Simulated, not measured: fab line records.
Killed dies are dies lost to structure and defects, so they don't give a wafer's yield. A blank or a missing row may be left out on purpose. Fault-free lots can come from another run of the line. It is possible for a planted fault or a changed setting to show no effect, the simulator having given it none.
Shared-tool check -- flow berkeley cmos170 -- 14 lots and 48 wafers in the sample

## THE REASON FOR OPENING IT
2 of 14 lots carry a flag on the reading PLDD_RS at UCB170_SDANNEAL_RS_MEAS_04. No-fault wafers: 1032.2 ohm/sq, standard deviation 2.9.
Rule: a lot is flagged when every wafer of it that has a number lies more than 4 standard deviations from that mean, or none has a number. The rest of the lots are taken to be sound.

lot,measured,on,"PLDD_RS (ohm/sq), wafer by wafer",flag
L264,day 7 03:29,film metro-04,1035.8 1037.1 1036.4,
L266,day 7 14:11,film metro-03,1033.6 1028.5 1031.3,
L267,day 7 15:05,film metro-03,1027.8 1029.1 1025.7,
L265,day 7 15:17,film metro-04,1028.8 1029.1 1032.1,
L268,day 7 20:32,film metro-04,1033.9 1033.8 1032.3,
L270,day 8 05:47,film metro-03,1033.4 1031.5 1028.7,
L271,day 8 05:49,film metro-04,1034.3 1032.1 1034.0,
L273,day 8 05:59,film metro-02,1033.1 1031.6 1031.4,
L272,day 8 06:16,film metro-03,1033.0 1026.3 1030.5,
L277,day 9 10:19,film metro-04,1034.8 1035.2 1035.2,
L282,day 10 15:43,film metro-03,1094.2 1097.3 1092.1 1096.2 1096.5 1090.9,FLAGGED
L281,day 10 16:28,film metro-04,1095.4 1092.5 1088.3 1095.8 1093.4 1089.6,FLAGGED
L286,day 11 16:43,film metro-04,1034.3 1032.0 1036.1,
L287,day 11 21:17,film metro-04,1039.6 1034.2 1037.7,
The numbers of the flagged lots are 1093.5 ohm/sq on average: +61.3 ohm/sq against the usual, or +21 standard deviations.

## WHICH TOOL EACH LOT WENT THROUGH
The record keeps 1 process step preceding the reading, out of 331 steps on the route. Every cell lists first the tool, next ch and the chambers used by the sampled wafers, and last the start.
lot,flag,UCB170_SPACER_ANNEAL_02
L264,,"furnace-04 ch 0, day 6 21:00"
L266,,"furnace-04 ch 0, day 7 06:45"
L267,,"furnace-04 ch 0, day 7 06:45"
L265,,"furnace-04 ch 0, day 7 06:45"
L268,,"furnace-04 ch 0, day 7 12:25"
L270,,"furnace-02 ch 0, day 7 19:59"
L271,,"furnace-02 ch 0, day 7 19:59"
L273,,"furnace-02 ch 0, day 7 19:59"
L272,,"furnace-02 ch 0, day 7 19:59"
L277,,"furnace-02 ch 0, day 9 01:55"
L282,FLAGGED,"furnace-02 ch 0, day 10 08:23"
L281,FLAGGED,"furnace-02 ch 0, day 10 08:23"
L286,,"furnace-04 ch 0, day 11 09:12"
L287,,"furnace-01 ch 0, day 11 13:10"
What these steps do:
- UCB170_SPACER_ANNEAL_02: time 1800 s.
- UCB170_SDANNEAL_RS_MEAS_04: measures by four-point-probe.

## FLAGGED AGAINST TOTAL, ONE TOOL AT A TIME (gauges that did the reading follow at the end)
step,tool,lots run,flagged,share of the flagged lots,sound lots run after its first flagged lot
UCB170_SPACER_ANNEAL_02,furnace-01,1,0,none,-
UCB170_SPACER_ANNEAL_02,furnace-02,7,2,all,0
UCB170_SPACER_ANNEAL_02,furnace-04,6,0,none,-
UCB170_SDANNEAL_RS_MEAS_04,film metro-02,1,0,none,-
UCB170_SDANNEAL_RS_MEAS_04,film metro-03,5,1,some,0
UCB170_SDANNEAL_RS_MEAS_04,film metro-04,8,1,some,"2 (L286,L287)"

## WHAT THE TABLE PERMITS
In the table, 1 row covers all flagged lots: furnace-02 at UCB170_SPACER_ANNEAL_02.
- furnace-02 at UCB170_SPACER_ANNEAL_02 ran 7 lots, 2 of them flagged. Its last sound lot is L277 (day 9 01:55), its first flagged lot L281 (day 10 08:23): a fault that began between those two fits.
Left over: one tool, furnace-02 at UCB170_SPACER_ANNEAL_02.

## WHAT THE SIMULATOR HAD INSERTED
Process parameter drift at UCB170_SPACER_ANNEAL_02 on furnace-02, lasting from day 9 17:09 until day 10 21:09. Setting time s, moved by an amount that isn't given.
Lots struck among those shown: L282, L281. The rule above reached the same finding.
